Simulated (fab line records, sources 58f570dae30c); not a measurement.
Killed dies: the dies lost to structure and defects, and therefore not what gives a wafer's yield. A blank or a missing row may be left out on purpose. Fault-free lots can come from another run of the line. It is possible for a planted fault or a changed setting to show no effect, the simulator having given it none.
The tool behind it: which one? ; flow berkeleyCmos170 ; 39 wafers from 13 lots sampled at 4 of the route's 331 steps

WHAT THE GAUGES SHOWED, per wafer
UCB170_M1_CD_MEAS_90: target cd 700 nm. Usual: cdNm at 698.7 nm, with a standard deviation of 1.9.
lot;measured;on;cdNm (nm);flag
L610;day 7 01:20;cdSem-02;698.6 700.4 699.7;
L612;day 7 15:47;cdSem-02;694.4 697.8 698.8;
L613;day 7 15:42;cdSem-01;703.3 699.9 699.9;
L614;day 7 19:45;cdSem-02;700.1 699.2 696.9;
L615;day 8 01:24;cdSem-02;697.2 695.5 699.0;
L611;day 8 09:41;cdSem-01;702.6 698.5 703.8;
L619;day 8 18:01;cdSem-02;697.1 700.4 697.6;
L621;day 9 04:49;cdSem-02;698.8 704.7 703.5;
L629;day 10 20:28;cdSem-01;699.6 701.1 702.2;
L627;day 10 21:19;cdSem-02;699.4 698.2 698.6;
L631;day 11 03:43;cdSem-02;697.0 698.1 694.9;
L632;day 11 04:05;cdSem-01;697.8 698.0 698.3;
L633;day 11 10:05;cdSem-01;700.3 699.8 696.5;

WHAT TOOL EACH LOT RAN ON (gives the tool, then ch and the chambers of the sampled wafers, and finally the start)
lot;UCB170_CONTACT_RTA_08;UCB170_M1_METAL_ETCH_12;UCB170_M1_STRIP_13
L610;rtpAnneal-01 ch 0, day 6 21:07;rieMetal-01 ch 0,1, day 7 01:06;plasmaAsher-03 ch 0,1, day 7 01:13
L612;rtpAnneal-01 ch 0, day 7 11:54;rieMetal-01 ch 0,1, day 7 15:33;plasmaAsher-04 ch 0,1, day 7 15:41
L613;rtpAnneal-02 ch 0, day 7 11:54;rieMetal-04 ch 0, day 7 15:20;plasmaAsher-02 ch 0,1, day 7 15:36
L614;rtpAnneal-02 ch 0, day 7 16:19;rieMetal-04 ch 0,1, day 7 19:30;plasmaAsher-02 ch 0,1, day 7 19:38
L615;rtpAnneal-02 ch 0, day 7 21:40;rieMetal-02 ch 0,1, day 8 01:10;plasmaAsher-02 ch 0,1, day 8 01:18
L611;rtpAnneal-01 ch 0, day 8 05:36;rieMetal-01 ch 0,1, day 8 09:25;plasmaAsher-03 ch 0,1, day 8 09:34
L619;rtpAnneal-02 ch 0, day 8 14:04;rieMetal-01 ch 0,1, day 8 17:46;plasmaAsher-03 ch 0,1, day 8 17:54
L621;rtpAnneal-02 ch 0, day 9 01:25;rieMetal-01 ch 0,1, day 9 04:35;plasmaAsher-03 ch 0,1, day 9 04:43
L629;rtpAnneal-02 ch 0, day 10 17:04;rieMetal-02 ch 0,1, day 10 20:14;plasmaAsher-04 ch 0,1, day 10 20:22
L627;rtpAnneal-01 ch 0, day 10 17:15;rieMetal-04 ch 1, day 10 20:58;plasmaAsher-02 ch 0,1, day 10 21:13
L631;rtpAnneal-02 ch 0, day 11 00:07;rieMetal-02 ch 0,1, day 11 03:27;plasmaAsher-04 ch 0,1, day 11 03:35
L632;rtpAnneal-01 ch 0, day 11 00:29;rieMetal-04 ch 1, day 11 03:44;plasmaAsher-03 ch 0,1, day 11 03:59
L633;rtpAnneal-02 ch 0, day 11 05:47;rieMetal-02 ch 0,1, day 11 09:50;plasmaAsher-04 ch 0,1, day 11 09:58
- UCB170_CONTACT_RTA_08: time 10 s.
- UCB170_M1_METAL_ETCH_12: etches Al in Cl2/BCl3, stops on PSG, target depth 780 nm, time 130 s.
- UCB170_M1_STRIP_13: strips in O2.

AS READ BY THE TOOLS THEMSELVES (means over the sampled wafers that have a number; for cases with no such wafer, the mark the record gives instead)
UCB170_CONTACT_RTA_08. Usual: lampPowerPct 24.23 %, standard deviation 0.074; wafer_temp_C_max 903.6, standard deviation 0.79.
lot;tool;lampPowerPct (%);wafer_temp_C_max;flag
L610;rtpAnneal-01;24.17;902.8;
L612;rtpAnneal-01;24.16;903.8;
L613;rtpAnneal-02;24.33;903.6;
L614;rtpAnneal-02;24.29;904.0;
L615;rtpAnneal-02;24.30;904.1;
L611;rtpAnneal-01;24.18;903.0;
L619;rtpAnneal-02;24.32;903.4;
L621;rtpAnneal-02;24.30;903.7;
L629;rtpAnneal-02;24.31;903.2;
L627;rtpAnneal-01;24.17;902.7;
L631;rtpAnneal-02;24.30;903.7;
L632;rtpAnneal-01;24.16;903.0;
L633;rtpAnneal-02;24.31;903.9;

UCB170_M1_METAL_ETCH_12. Usual: drypumpMotorCurrentA 5.8 A, standard deviation 0.52; oesProductAu 0.850 a.u., standard deviation 0.015; throttleValvePct 24.57 %, standard deviation 0.1.
lot;tool;drypumpMotorCurrentA (A);oesProductAu (a.u.);throttleValvePct (%);flag
L610;rieMetal-01;6.1;0.836;24.52;
L612;rieMetal-01;6.1;0.841;24.52;
L613;rieMetal-04;6.3;0.877;24.44;
L614;rieMetal-04;5.7;0.850;24.56;
L615;rieMetal-02;5.4;0.861;24.61;
L611;rieMetal-01;6.1;0.830;24.53;
L619;rieMetal-01;6.1;0.839;24.52;
L621;rieMetal-01;6.3;0.846;24.60;
L629;rieMetal-02;5.4;0.864;24.60;
L627;rieMetal-04;5.4;0.834;24.61;
L631;rieMetal-02;5.4;0.866;24.60;
L632;rieMetal-04;5.3;0.837;24.60;
L633;rieMetal-02;5.1;0.860;24.61;

UCB170_M1_STRIP_13. Usual: drypumpMotorCurrentA 5.82 A, standard deviation 0.15; oesProductAu 0.720 a.u., standard deviation 0.0047.
lot;tool;drypumpMotorCurrentA (A);oesProductAu (a.u.);flag
L610;plasmaAsher-03;5.64;0.722;
L612;plasmaAsher-04;5.95;0.721;
L613;plasmaAsher-02;5.86;0.717;
L614;plasmaAsher-02;5.85;0.723;
L615;plasmaAsher-02;5.83;0.719;
L611;plasmaAsher-03;5.64;0.715;
L619;plasmaAsher-03;5.73;0.718;
L621;plasmaAsher-03;5.73;0.722;
L629;plasmaAsher-04;5.94;0.719;
L627;plasmaAsher-02;5.83;0.718;
L631;plasmaAsher-04;5.93;0.717;
L632;plasmaAsher-03;5.73;0.719;
L633;plasmaAsher-04;5.96;0.718;

THE ANSWER, worked out from the rows above alone
Rule: take the mean of a lot's wafers that have a number; if it is more than 3 standard deviations from the usual mean, the lot is off. Also off: a lot with no number at a reading for which 4 or more lots have one. All remaining lots with rows at the step are treated as sound. After the gauges, taken in route order, come the tools' own readings; for these a lot's mean is taken, as printed above. At the first step where some lot is off, the reading lying furthest off is the one used; lots without a number count as furthest.
Nothing can be told from this: no lot is off at any reading shown.

WHAT WAS PUT IN BY THE SIMULATOR
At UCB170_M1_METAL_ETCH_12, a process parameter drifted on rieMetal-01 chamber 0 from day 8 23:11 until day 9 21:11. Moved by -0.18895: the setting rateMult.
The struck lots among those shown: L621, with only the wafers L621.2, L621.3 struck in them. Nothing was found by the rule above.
